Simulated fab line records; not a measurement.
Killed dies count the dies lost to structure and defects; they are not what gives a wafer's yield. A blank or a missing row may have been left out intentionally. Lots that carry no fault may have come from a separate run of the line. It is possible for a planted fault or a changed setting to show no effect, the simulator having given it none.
8D (eight disciplines) problem report, filled in by code | flow berkeley_cmos170 | the parts of the form that need people (team, actions taken, sign-off) are left out

1. THE ISSUE
oes_product_au at UCB170_GATE_ETCH_14 reads a mean of 0.803 a.u. on 6 wafers of 2 lots; wafers without a fault read 1.010 a.u. with a standard deviation of 0.017. That puts it -12 standard deviations away from the usual mean.
The step: etches BARC in N2/H2.
First seen on wafer L375.1, day 9 13:34, on rie_diel-03. At this step, 18 wafers from 6 lots have a number in the record. Rule for "out", or "out of limits": more than 4 standard deviations from the usual mean. All remaining wafers that have a number are taken as sound.

2. WHAT IT IS; WHAT IT IS NOT
question                    | is                     | is not
which readings at this step | oes_product_au         | drypump_motor_current_A, h2_flow_sccm, throttle_valve_pct
which lots                  | L375, L378             | L366, L367, L386, L388
which wafers of those lots  | all that have a number | -
read on which tools         | rie_diel-03            | rie_diel-02, rie_diel-04
when                        | from day 9 13:34       | up to then (6 sound wafers); but 6 sound wafers of L386, L388 came after

3. WHAT RULES OUT EACH SUSPECT
Counting: a tool stays on the suspect list if, at a process step up to the reading, it processed all lots that are out and no sound lot following the first of them.
- rie_diel-03 at UCB170_GATE_ETCH_14 (etches BARC in N2/H2): kept. All lots that are out passed through it, beginning with L375 at day 9 13:34, and no sound lot followed; its final sound lot before that point was L366 at day 7 02:55. Its own oes_product_au readings are out on those wafers.
The count leaves rie_diel-03 at UCB170_GATE_ETCH_14.

4. THE CAUSE (what the simulator had put in)
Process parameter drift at UCB170_GATE_ETCH_14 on rie_diel-03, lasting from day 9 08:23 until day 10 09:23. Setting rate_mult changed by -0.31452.
Only this tool survived the counting.

5. SEQUENCE OF EFFECTS, ordered by route
Each row: a reading whose mean over the struck wafers that have a number lies more than 3 standard deviations from the usual. Only readings for which the record gives a usual standard deviation are gone through. hours: the time from each lot's start at the first step in this table that gives one to its start at this step, as a median over the lots. sigmas: the change in usual standard deviations.
hours | step                | reading        | usual      | on struck wafers | change | sigmas
0     | UCB170_GATE_ETCH_14 | oes_product_au | 1.010 a.u. | 0.803            | -0.207 | -12
Here are the process steps it includes:
- UCB170_GATE_ETCH_14: etches BARC in N2/H2.

6. HOW IT WOULD HAVE BEEN CAUGHT EARLIER
First out-of-limits reading in this record: day 9 13:34, which is 5 hours after fault onset at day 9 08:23.
